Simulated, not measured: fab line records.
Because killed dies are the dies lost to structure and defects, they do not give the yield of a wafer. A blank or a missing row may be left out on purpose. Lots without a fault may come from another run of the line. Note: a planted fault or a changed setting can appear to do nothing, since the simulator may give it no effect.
fab line records -- flow rit-cmos
record lots=14, wafers=42, last-day=7
route steps=202 shown M1@184
lots that met no fault: from a run of the same line without faults
start-h: the number of hours between the record's first day and the start of the first shown wafer of the lot -- wait-h: hours from the lot's prior step to this one -- " as in the row above -- L1.1+2: a row that stands for several wafers -- - value missing, or start not given -- * or withheld: withheld -- < > ~ a bound
route shown NAME@n: a module of which the file shows steps, and the number in the route of the first -- usual: mean and standard deviation over wafers with no fault -- same: alike in all rows -- chamber/n: place in a boat -- sites: the reading at each site -- _std_site: standard deviation of those values -- _edge_site: outer sites' mean less inner sites' -- radius-mm: for every site, how far away it sits from the centre of the wafer -- mask NAME#n: copy n -- behind: the most recent tool/chamber to have shaped the wafer -- hold: what put the lot on hold/how long, in hours/how the hold closed -- device: whichever transistor did not switch (one of n, p or np) -- end of line: the same wafers' tests at the end of the route -- for a step that has no rows: nothing shown but its recipe -- killed: dies lost to structure and defects at the first sort, not the wafer's yield -- map: shows each die of a wafer: x if killed, . if not, _ if none is there
set.NAME: the run value of the setting; set.NAME@STEP: its run value at that earlier step -- model.NAME: the simulator's own value behind a step, which no gauge read
one table for each step of the route and one row for each wafer, over a sample of lots
services: when a tool's chamber went out of use (start-h, in hours from the record's first day, below 0 if earlier), for how many hours, and the reason
## steps
# step RIT_M1_SPUTTER_00
# recipe material=Al, target-thk-nm=400, power-w=2000, chamber-pressure-pa=0.4, gas=Ar, time-s=500, substrate-temp-c=25
# usual cathode-dc-power-W=2000.0/0.32, throttle-valve-pct=29.8/0.99
lot.wafer,tool,chamber,start-h,wait-h,cathode-dc-power-W,throttle-valve-pct
L266.1,pvd-sputter-04,-,56.48,0.0,1999.9,30.2
L266.3,pvd-sputter-04,-,56.48,0.0,2000.5,29.6
L266.4,pvd-sputter-04,-,56.48,0.0,1999.9,29.7
L267.2,pvd-sputter-01,-,59.54,0.0,2000.3,29.5
L267.3,pvd-sputter-01,-,59.54,0.0,2000.5,28.2
L267.4,pvd-sputter-01,-,59.54,0.0,1999.9,31.5
L268.1,pvd-sputter-04,-,64.50,0.0,1999.8,29.7
L268.2,pvd-sputter-04,-,64.50,0.0,2000.0,29.7
L268.5,pvd-sputter-04,-,64.50,0.0,1999.7,29.6
L269.2,pvd-sputter-01,-,68.80,0.0,1999.9,29.0
L269.3,pvd-sputter-01,-,68.80,0.0,2000.6,28.3
L269.5,pvd-sputter-01,-,68.80,0.0,2000.0,28.4
L271.1,pvd-sputter-03,-,79.78,0.0,2000.4,28.0
L271.4,pvd-sputter-03,-,79.78,0.0,1999.4,27.7
L271.6,pvd-sputter-03,-,79.78,0.0,1999.3,31.1
L272.1,pvd-sputter-01,-,86.80,0.0,2000.1,28.1
L272.3,pvd-sputter-01,-,86.80,0.0,1999.7,30.3
L272.6,pvd-sputter-01,-,86.80,0.0,2000.5,31.5
L273.2,pvd-sputter-03,-,89.66,0.0,2000.6,31.0
L273.4,pvd-sputter-03,-,89.66,0.0,2000.1,31.1
L273.6,pvd-sputter-03,-,89.66,0.0,2000.3,29.6
L274.2,pvd-sputter-04,-,96.90,0.0,2000.1,29.6
L274.3,pvd-sputter-04,-,96.90,0.0,2000.6,30.2
L274.6,pvd-sputter-04,-,96.90,0.0,2000.1,29.9
L276.1,pvd-sputter-04,-,104.99,0.0,1999.8,29.9
L276.4,pvd-sputter-04,-,104.99,0.0,1999.5,30.2
L276.5,pvd-sputter-04,-,104.99,0.0,2000.0,29.6
L278.1,pvd-sputter-03,-,119.42,0.0,2000.4,30.7
L278.2,pvd-sputter-03,-,119.42,0.0,2000.2,29.5
L278.6,pvd-sputter-03,-,119.42,0.0,2000.3,28.0
L279.2,pvd-sputter-01,-,121.56,0.0,2000.4,31.7
L279.4,pvd-sputter-01,-,121.56,0.0,2907.5,29.5
L279.6,pvd-sputter-01,-,121.56,0.0,2000.0,28.4
L281.2,pvd-sputter-01,-,129.84,0.0,2000.2,31.6
L281.4,pvd-sputter-01,-,129.84,0.0,1999.8,30.0
L281.5,pvd-sputter-01,-,129.84,0.0,2908.0,29.0
L287.2,pvd-sputter-04,-,164.08,0.0,2000.3,30.2
L287.3,pvd-sputter-04,-,164.08,0.0,1999.6,30.1
L287.4,pvd-sputter-04,-,164.08,0.0,2000.5,29.6
L288.1,pvd-sputter-03,-,172.58,0.0,1999.5,29.6
L288.5,pvd-sputter-03,-,172.58,0.0,1999.6,29.6
L288.6,pvd-sputter-03,-,172.58,0.0,1999.6,28.6
# step RIT_M1_RS_MEAS_01
# recipe thk-meas-gauge=four-point-probe, reads=Al_of_M1_SPUTTER_00
# usual M1_AL_RS=0.0735/0.00081
lot.wafer,tool,chamber,start-h,wait-h,M1_AL_RS[ohm/sq]
L266.1,film-metro-01,-,56.78,0.1,0.0726
L266.3,film-metro-01,-,56.78,0.1,0.0742
L266.4,film-metro-01,-,56.78,0.1,0.0734
L267.2,film-metro-04,-,59.85,0.2,0.0728
L267.3,film-metro-04,-,59.85,0.2,0.0740
L267.4,film-metro-04,-,59.85,0.2,0.0740
L268.1,film-metro-04,-,64.81,0.2,0.0748
L268.2,film-metro-04,-,64.81,0.2,0.0742
L268.5,film-metro-04,-,64.81,0.2,0.0753
L269.2,film-metro-01,-,69.11,0.2,0.0739
L269.3,film-metro-01,-,69.11,0.2,0.0743
L269.5,film-metro-01,-,69.11,0.2,0.0747
L271.1,film-metro-01,-,80.07,0.1,0.0725
L271.4,film-metro-01,-,80.07,0.1,0.0725
L271.6,film-metro-01,-,80.07,0.1,0.0727
L272.1,film-metro-02,-,87.09,0.1,0.0731
L272.3,film-metro-02,-,87.09,0.1,0.0740
L272.6,film-metro-02,-,87.09,0.1,0.0746
L273.2,film-metro-02,-,89.97,0.2,0.0735
L273.4,film-metro-02,-,89.97,0.2,0.0736
L273.6,film-metro-02,-,89.97,0.2,0.0740
L274.2,film-metro-02,-,97.22,0.2,0.0740
L274.3,film-metro-02,-,97.22,0.2,0.0740
L274.6,film-metro-02,-,97.22,0.2,0.0736
L276.1,film-metro-01,-,105.28,0.1,0.0733
L276.4,film-metro-01,-,105.28,0.1,0.0724
L276.5,film-metro-01,-,105.28,0.1,0.0732
L278.1,film-metro-01,-,119.71,0.1,0.0723
L278.2,film-metro-01,-,119.71,0.1,0.0737
L278.6,film-metro-01,-,119.71,0.1,0.0731
L279.2,film-metro-02,-,121.88,0.2,0.0733
L279.4,film-metro-02,-,121.88,0.2,0.0495
L279.6,film-metro-02,-,121.88,0.2,0.0726
L281.2,film-metro-04,-,130.16,0.2,0.0739
L281.4,film-metro-04,-,130.16,0.2,0.0747
L281.5,film-metro-04,-,130.16,0.2,0.0502
L287.2,film-metro-04,-,164.39,0.2,0.0750
L287.3,film-metro-04,-,164.39,0.2,0.0745
L287.4,film-metro-04,-,164.39,0.2,0.0745
L288.1,film-metro-01,-,172.87,0.1,0.0729
L288.5,film-metro-01,-,172.87,0.1,0.0733
L288.6,film-metro-01,-,172.87,0.1,0.0731
# step RIT_M1_THK_MEAS_02
# recipe thk-meas-gauge=xrf, reads=Al_of_M1_SPUTTER_00
# usual M1_AL_THK=401/5.6
lot.wafer,tool,chamber,start-h,wait-h,M1_AL_THK[nm]
L266.1,film-metro-01,-,56.90,0.1,406
L266.3,film-metro-01,-,56.90,0.1,396
L266.4,film-metro-01,-,56.90,0.1,402
L267.2,film-metro-04,-,59.96,0.1,402
L267.3,film-metro-04,-,59.96,0.1,396
L267.4,film-metro-04,-,59.96,0.1,397
L268.1,film-metro-04,-,64.93,0.1,393
L268.2,film-metro-04,-,64.93,0.1,398
L268.5,film-metro-04,-,64.93,0.1,393
L269.2,film-metro-01,-,69.22,0.1,399
L269.3,film-metro-01,-,69.22,0.1,398
L269.5,film-metro-01,-,69.22,0.1,393
L271.1,film-metro-01,-,80.19,0.1,412
L271.4,film-metro-01,-,80.19,0.1,408
L271.6,film-metro-01,-,80.19,0.1,410
L272.1,film-metro-02,-,87.21,0.1,402
L272.3,film-metro-02,-,87.21,0.1,398
L272.6,film-metro-02,-,87.21,0.1,397
L273.2,film-metro-02,-,90.08,0.1,399
L273.4,film-metro-02,-,90.08,0.1,401
L273.6,film-metro-02,-,90.08,0.1,395
L274.2,film-metro-02,-,97.33,0.1,395
L274.3,film-metro-02,-,97.33,0.1,397
L274.6,film-metro-02,-,97.33,0.1,398
L276.1,film-metro-01,-,105.40,0.1,403
L276.4,film-metro-01,-,105.40,0.1,409
L276.5,film-metro-01,-,105.40,0.1,406
L278.1,film-metro-01,-,119.83,0.1,408
L278.2,film-metro-01,-,119.83,0.1,403
L278.6,film-metro-01,-,119.83,0.1,406
L279.2,film-metro-02,-,121.99,0.1,404
L279.4,film-metro-02,-,121.99,0.1,595
L279.6,film-metro-02,-,121.99,0.1,407
L281.2,film-metro-04,-,130.27,0.1,399
L281.4,film-metro-04,-,130.27,0.1,394
L281.5,film-metro-04,-,130.27,0.1,583
L287.2,film-metro-04,-,164.50,0.1,393
L287.3,film-metro-04,-,164.50,0.1,396
L287.4,film-metro-04,-,164.50,0.1,393
L288.1,film-metro-01,-,172.99,0.1,406
L288.5,film-metro-01,-,172.99,0.1,406
L288.6,film-metro-01,-,172.99,0.1,407
# step RIT_M1_METAL_ETCH_12
# recipe stop-on=SiO2, chemistry=Cl2/BCl3, target=Al, time-s=165, over-etch-frac=0.5, pressure-mtorr=100, target-depth-a=6000, rf-w=250, Cl2_flow_sccm=60, bcl3-flow-sccm=50
# usual bcl3-flow-sccm=49.99/0.12, drypump-motor-current-A=5.7/0.44, he-backside-leak-sccm=3.4/0.45, oes-product-au=0.769/0.011, throttle-valve-pct=8.24/0.11
# same over-etch-frac=0.5
lot.wafer,tool,chamber,start-h,wait-h,bcl3-flow-sccm,drypump-motor-current-A,he-backside-leak-sccm,oes-product-au,rf-hours-counter-h,throttle-valve-pct
L266.1,rie-metal-03,1,58.46,0.2,50.01,5.5,3.2,0.777,2,8.26
L266.3,rie-metal-03,0,58.46,0.2,50.19,5.4,3.2,0.756,-,8.37
L266.4,rie-metal-03,1,58.46,0.2,50.01,5.5,3.3,0.779,-,8.25
L267.2,rie-metal-01,0,61.30,0.2,49.92,5.9,3.6,0.757,1,8.05
L267.3,rie-metal-01,1,61.30,0.2,50.04,6.7,3.4,0.754,-,8.14
L267.4,rie-metal-01,0,61.30,0.2,49.89,5.8,3.4,0.755,-,8.03
L268.1,rie-metal-04,1,66.41,0.2,49.91,5.5,3.3,0.773,37,8.29
L268.2,rie-metal-04,0,66.41,0.2,49.93,5.7,3.4,0.770,37,8.30
L268.5,rie-metal-04,0,66.41,0.2,49.81,5.7,3.3,0.763,-,8.30
L269.2,rie-metal-03,0,70.68,0.2,50.15,5.4,3.3,0.758,3,8.38
L269.3,rie-metal-03,0,70.68,0.2,49.86,5.3,3.3,0.766,-,8.36
L269.5,rie-metal-03,0,70.68,0.2,50.26,5.4,3.1,0.763,-,8.37
L271.1,rie-metal-04,1,81.54,0.2,49.82,5.5,3.4,0.779,37,8.26
L271.4,rie-metal-04,0,81.54,0.2,49.88,5.7,3.3,0.787,-,8.31
L271.6,rie-metal-04,1,81.54,0.2,49.94,5.5,3.4,0.787,-,8.29
L272.1,rie-metal-03,1,88.56,0.2,49.70,5.5,6.6,0.774,3,8.25
L272.3,rie-metal-03,1,88.56,0.2,49.89,5.5,3.2,0.768,-,8.25
L272.6,rie-metal-03,0,88.56,0.2,50.03,5.4,3.1,0.765,-,8.35
L273.2,rie-metal-01,1,91.58,0.2,50.14,6.6,3.8,0.762,1,8.16
L273.4,rie-metal-01,1,91.58,0.2,49.84,6.7,3.7,0.762,-,8.17
L273.6,rie-metal-01,1,91.58,0.2,50.02,6.6,3.7,0.765,-,8.15
L274.2,rie-metal-04,1,99.12,0.2,49.94,5.5,3.4,0.792,37,8.29
L274.3,rie-metal-04,0,99.12,0.2,50.15,5.7,3.3,0.782,-,8.30
L274.6,rie-metal-04,0,99.12,0.2,50.08,5.7,3.2,0.784,-,8.29
L276.1,rie-metal-01,1,106.87,0.2,50.13,6.7,3.4,0.763,1,8.13
L276.4,rie-metal-01,0,106.87,0.2,49.95,5.8,3.5,0.768,-,8.04
L276.5,rie-metal-01,1,106.87,0.2,50.09,6.6,3.4,0.763,-,8.13
L278.1,rie-metal-03,0,121.18,0.2,49.80,5.3,3.1,0.766,3,8.37
L278.2,rie-metal-03,1,121.18,0.2,50.20,5.5,3.5,0.776,3,8.26
L278.6,rie-metal-03,1,121.18,0.2,50.01,5.5,3.5,0.779,-,8.25
L279.2,rie-metal-01,1,123.51,0.2,49.86,6.7,3.6,0.775,1,8.14
L279.4,rie-metal-01,1,123.51,0.2,49.87,6.7,3.6,0.972,-,8.13
L279.6,rie-metal-01,1,123.51,0.2,50.04,6.7,3.5,0.772,-,8.16
L281.2,rie-metal-03,1,131.73,0.2,50.13,5.5,3.4,0.772,3,8.25
L281.4,rie-metal-03,0,131.73,0.2,49.96,5.4,3.2,0.761,-,8.37
L281.5,rie-metal-03,0,131.73,0.2,49.81,5.4,3.3,0.961,-,8.34
L287.2,rie-metal-01,1,165.84,0.2,49.91,6.7,3.3,0.759,2,8.16
L287.3,rie-metal-01,1,165.84,0.2,49.95,6.7,3.5,0.761,-,8.14
L287.4,rie-metal-01,0,165.84,0.2,50.15,5.8,3.5,0.754,-,8.05
L288.1,rie-metal-04,0,174.34,0.2,50.21,5.7,3.3,0.777,0,8.30
L288.5,rie-metal-04,1,174.34,0.2,50.04,5.6,3.3,0.768,-,8.29
L288.6,rie-metal-04,0,174.34,0.2,49.87,5.7,3.3,0.784,-,8.29
## services
tool,chamber,start-h,hours,kind
rie-metal-04,-,114.25,2.8,pm
pvd-sputter-01,-,133.75,11.7,repair
rie-metal-04,1,134.47,6.9,repair
rie-metal-04,-,136.12,20.0,pm
rie-metal-04,0,136.12,20.0,vent-cycle
rie-metal-04,1,136.12,20.0,vent-cycle
rie-metal-04,0,156.12,-,clean
rie-metal-04,1,156.12,-,clean
rie-metal-03,1,164.29,8.9,repair
## key
first-sign step=RIT_M1_SPUTTER_00, reading=cathode-dc-power-W, direction=up, sigmas=99+, usual=2000.0, struck=2907.7
effect step=RIT_M1_RS_MEAS_01, reading=M1_AL_RS, direction=down, sigmas=29, usual=0.0735, struck=0.0499
effect step=RIT_M1_THK_MEAS_02, reading=M1_AL_THK, direction=up, sigmas=34, usual=401, struck=589
effect step=RIT_M1_METAL_ETCH_12, reading=oes-product-au, direction=up, sigmas=18, usual=0.769, struck=0.967
met-at RIT_M1_SPUTTER_00
struck-lots L279,L281
struck-wafers L279.4,L281.5
sort-left-out L281.5
onset-between 68.80 121.56
fault kind=process-parameter-drift, tool=pvd-sputter-01, chamber=-, onset-h=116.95, steps=RIT_M1_SPUTTER_00, channel=power-w, offset=907.68, shape=step, end-h=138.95, stated=2000, scope=struck-wafers-only
# sort-left-out: the simulated sort isn't trusted on such a fault, so these wafers' sort isn't shown, and their yield isn't known
